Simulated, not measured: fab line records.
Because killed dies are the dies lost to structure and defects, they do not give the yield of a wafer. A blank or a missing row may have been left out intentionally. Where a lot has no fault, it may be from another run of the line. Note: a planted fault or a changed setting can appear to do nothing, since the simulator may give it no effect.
Which tool did it?	flow berkeleyCmos170	21 wafers from 7 lots sampled at 2 of the route's 331 steps

WHAT THE GAUGES SHOWED, per wafer
UCB170_ACTIVE_THK_MEAS_06.
lot	measured	on	ACTIVE_NITRIDE_THK (nm)
L391	day 4 12:58	filmMetro-02	219.2 219.2 219.8
L393	day 4 20:06	filmMetro-01	221.0 218.3 219.9
L400	day 6 08:30	filmMetro-01	140.0 137.2 138.2
L402	day 6 18:43	filmMetro-01	219.5 219.0 219.5
L405	day 6 23:58	filmMetro-02	221.4 221.2 221.2
L412	day 8 09:34	filmMetro-02	217.1 216.8 215.5
L413	day 8 17:05	filmMetro-03	217.9 220.7 216.2

WHICH TOOL RAN EACH LOT (tool, then ch and the chambers of the sampled wafers, then the start)
lot	UCB170_ACTIVE_CVD_05
L391	lpcvd-01 ch 1, day 4 11:03
L393	lpcvd-02 ch 1, day 4 17:14
L400	lpcvd-02 ch 0, day 6 06:34
L402	lpcvd-01 ch 1, day 6 16:47
L405	lpcvd-01 ch 0, day 6 22:02
L412	lpcvd-01 ch 1, day 8 07:38
L413	lpcvd-01 ch 1, day 8 15:10
- UCB170_ACTIVE_CVD_05: deposits Si3N4 from SiH2Cl2/NH3, target thk 220 nm, time 3300 s.

THE ANSWER, worked out from the rows above alone
Rule: the usual values come from the lots themselves. The widest of any qualifying gaps counts: lots, ordered by their means at a reading, are off when they make up no more than a third of the lots, leave a main group of 4 or more, and stand apart from it by 3 or more times the standard deviation of that group's means. A main group is skipped when, at the precision printed for the reading in the tables above, its means are all equal. A lot without any number at a reading at which 4 lots or more have one is off too. Any other lot the step has rows for is counted as sound.
Off: L400, seen at UCB170_ACTIVE_THK_MEAS_06 (ACTIVE_NITRIDE_THK). Mean 219.1 nm and standard deviation 1.5 in the main group.
A tool fits if, at a process step before that reading, it ran every lot that is off, and no sound lot after the first of them. Gauges at UCB170_ACTIVE_THK_MEAS_06: tried the same way as those tools. One fits: lpcvd-02 at UCB170_ACTIVE_CVD_05. Its last sound lot is L393 (day 4 17:14), its first lot that is off L400 (day 6 06:34): a fault that began between those two fits.

WHAT THE SIMULATOR HAD INSERTED
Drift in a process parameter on lpcvd-02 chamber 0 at UCB170_ACTIVE_CVD_05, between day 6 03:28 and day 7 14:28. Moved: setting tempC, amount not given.
Lots struck among those shown: L400. The same result came from the rule above.
